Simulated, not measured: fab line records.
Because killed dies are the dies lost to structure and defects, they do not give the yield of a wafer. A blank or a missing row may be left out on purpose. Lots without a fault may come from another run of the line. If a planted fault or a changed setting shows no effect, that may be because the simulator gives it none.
The tool behind it: which one? ; flow berkeleyCmos170 ; 42 wafers from 14 lots sampled at 6 of the route's 331 steps

WHAT EACH GAUGE READ, for each wafer
UCB170_PVT_TW_MEAS_09.
lot;measured;on;PVT_TW
L985;day 6 02:36;filmMetro-04;507 506 505
L986;day 6 15:30;filmMetro-04;505 507 506
L989;day 7 09:12;filmMetro-01;498 498 496
L990;day 7 09:55;filmMetro-03;510 507 511
L994;day 8 00:40;filmMetro-03;512 510 513
L999;day 9 03:49;filmMetro-01;497 499 496
L998;day 9 03:55;filmMetro-03;511 510 513
L996;day 9 04:11;filmMetro-01;498 497 499
L997;day 9 04:27;filmMetro-03;512 511 513
L101;day 9 08:32;filmMetro-04;513 513 512
L100;day 9 09:02;filmMetro-04;512 512 511
L103;day 9 21:26;filmMetro-01;502 497 500
L104;day 9 21:43;filmMetro-04;511 511 512
L105;day 10 08:31;filmMetro-04;510 513 508

UCB170_GATE_CD_MEAS_12: target cd 350 nm.
lot;measured;on;cdNm (nm)
L985;day 6 13:23;cdSem-01;350.0 350.8 350.3
L986;day 7 03:32;cdSem-01;347.9 349.4 349.3
L989;day 7 20:10;cdSem-01;349.5 349.3 350.6
L990;day 7 20:38;cdSem-01;353.6 353.6 353.3
L994;day 8 15:44;cdSem-01;352.8 352.3 351.4
L999;day 9 14:03;cdSem-01;350.8 350.6 351.5
L998;day 9 14:13;cdSem-02;350.1 349.2 349.8
L996;day 9 13:45;cdSem-01;347.4 349.4 348.7
L997;day 9 13:50;cdSem-02;350.4 349.7 351.7
L101;day 9 17:24;cdSem-02;348.0 348.6 348.7
L100;day 9 17:31;cdSem-02;348.9 349.5 349.5
L103;day 10 09:56;cdSem-01;350.1 350.4 349.6
L104;day 10 09:48;cdSem-02;351.9 351.3 352.2
L105;day 10 15:58;cdSem-02;351.5 350.6 350.3

UCB170_M1_RS_MEAS_01: the measuring method here is four-point-probe.
lot;measured;on;M1_AL_RS (ohm/sq)
L985;day 7 16:40;filmMetro-03;0.0495 0.0493 0.0495
L986;day 8 00:53;filmMetro-02;0.0484 0.0488 0.0483
L989;day 8 16:37;filmMetro-03;0.0482 0.0477 0.0483
L990;day 8 16:51;filmMetro-02;0.0492 0.0498 0.0498
L994;day 9 17:20;filmMetro-01;0.0480 0.0482 0.0481
L999;day 10 19:07;filmMetro-01;0.0485 0.0490 0.0486
L998;day 10 19:49;filmMetro-02;- - -
L996;day 10 18:41;filmMetro-01;0.0478 0.0489 0.0488
L997;day 10 19:19;filmMetro-03;- - -
L101;day 10 20:01;filmMetro-01;0.0482 0.0479 0.0479
L100;day 10 19:32;filmMetro-02;0.0478 0.0482 0.0484
L103;day 11 10:19;filmMetro-03;0.0487 0.0481 0.0486
L104;day 11 07:55;filmMetro-01;0.0493 0.0487 0.0493
L105;day 11 12:40;filmMetro-02;0.0485 0.0480 0.0482

UCB170_M1_THK_MEAS_02: measures by xrf.
lot;measured;on;M1_AL_THK (nm)
L985;day 7 16:46;filmMetro-03;581 583 584
L986;day 8 01:00;filmMetro-02;598 591 598
L989;day 8 16:43;filmMetro-03;592 602 594
L990;day 8 16:58;filmMetro-02;587 583 583
L994;day 9 17:27;filmMetro-01;600 597 598
L999;day 10 19:14;filmMetro-01;597 589 597
L998;day 10 19:56;filmMetro-02;<0 <0 <0
L996;day 10 18:49;filmMetro-01;608 594 592
L997;day 10 19:26;filmMetro-03;<0 <0 <0
L101;day 10 20:08;filmMetro-01;603 606 604
L100;day 10 19:39;filmMetro-02;608 604 605
L103;day 11 10:26;filmMetro-03;595 597 595
L104;day 11 08:01;filmMetro-01;584 596 586
L105;day 11 12:47;filmMetro-02;597 602 596

UCB170_V1_CD_MEAS_12: target cd 700 nm.
lot;measured;on;cdNm (nm)
L985;day 8 01:22;cdSem-01;702.3 702.2 703.3
L986;day 8 10:10;cdSem-01;700.1 699.5 699.4
L989;day 8 22:11;cdSem-01;699.2 699.5 698.3
L990;day 8 22:43;cdSem-01;699.9 698.0 700.0
L994;day 9 23:56;cdSem-01;700.9 701.4 701.4
L999;day 11 05:44;cdSem-01;700.8 699.8 698.0
L996;day 11 01:31;cdSem-02;700.3 699.8 700.0
L101;day 11 06:17;cdSem-01;700.0 699.6 699.7
L100;day 11 05:39;cdSem-02;698.5 697.8 697.2
L103;day 11 18:04;cdSem-02;700.7 699.8 698.6
L104;day 11 18:19;cdSem-02;698.6 698.7 699.3
L105;day 11 22:17;cdSem-02;699.2 700.4 699.6

TOOL THAT RAN EACH LOT (tool first, then ch and the chambers of the sampled wafers, then the start)
lot;UCB170_M1_SPUTTER_00
L985;pvdSputter-04, day 7 16:35
L986;pvdSputter-03, day 8 00:49
L989;pvdSputter-04, day 8 16:32
L990;pvdSputter-02, day 8 16:47
L994;pvdSputter-02, day 9 17:16
L999;pvdSputter-04, day 10 19:02
L998;pvdSputter-04, day 10 19:45
L996;pvdSputter-02, day 10 18:38
L997;pvdSputter-02, day 10 19:14
L101;pvdSputter-02, day 10 19:56
L100;pvdSputter-03, day 10 19:28
L103;pvdSputter-04, day 11 10:15
L104;pvdSputter-03, day 11 07:49
L105;pvdSputter-02, day 11 12:36
- UCB170_M1_SPUTTER_00: material Al, target thk 600 nm, time 80 s.

WHAT THE TOOLS THEMSELVES READ (means of the sampled wafers that have a number; where no wafer has one, the mark that the record gives instead)
UCB170_M1_SPUTTER_00.
lot;tool;cathodeDcPowerW (W);chamberPressurePa (Pa);throttleValvePct (%)
L985;pvdSputter-04;5999.9;0.5013;30.2
L986;pvdSputter-03;5998.7;0.5009;28.4
L989;pvdSputter-04;5999.6;0.5008;30.1
L990;pvdSputter-02;6001.1;0.4996;28.8
L994;pvdSputter-02;6000.3;0.5001;28.9
L999;pvdSputter-04;6001.1;0.4998;29.8
L998;pvdSputter-04;-;-;-
L996;pvdSputter-02;6000.4;0.4998;28.8
L997;pvdSputter-02;-;-;-
L101;pvdSputter-02;6000.3;0.5005;29.4
L100;pvdSputter-03;6000.4;0.5001;29.3
L103;pvdSputter-04;6000.0;0.4995;30.1
L104;pvdSputter-03;5999.9;0.5005;28.9
L105;pvdSputter-02;6000.1;0.4997;29.8

THE ANSWER, worked out from the rows above alone
Rule: what is usual is taken from the lots themselves. Put in order of their means at a reading, lots are off if they are a third of the lots or fewer, leave a main group of 4 or more, and stand apart from it by a gap of 3 or more times the standard deviation of the main group's means; of several such gaps the widest counts. The tables above print the reading to a certain number of digits; a main group whose means all agree to those digits is not used. A lot without any number at a reading at which 4 lots or more have one is off too. Where the step has rows for the other lots, those lots are counted as sound. First the gauges in route order, then the tools' own readings, where a lot's mean is used as printed above. At the first step where some lot is off, the reading lying furthest off is the one used; lots without a number count as furthest.
Off: at UCB170_M1_RS_MEAS_01 (M1_AL_RS), L998, L997. Without a number there: L998, L997. The main group: mean 0.0486 ohm/sq, standard deviation 0.00052.
If a tool, at a process step before that reading, ran all the lots that are off and no sound lot after the first of them, it fits. The gauges at UCB170_M1_RS_MEAS_01 aren't tried: what is off there is off at UCB170_M1_SPUTTER_00 too, on other tools, and a gauge's error can't cause that. No candidate that was tried fits.

WHAT HAD BEEN PUT IN BY THE SIMULATOR
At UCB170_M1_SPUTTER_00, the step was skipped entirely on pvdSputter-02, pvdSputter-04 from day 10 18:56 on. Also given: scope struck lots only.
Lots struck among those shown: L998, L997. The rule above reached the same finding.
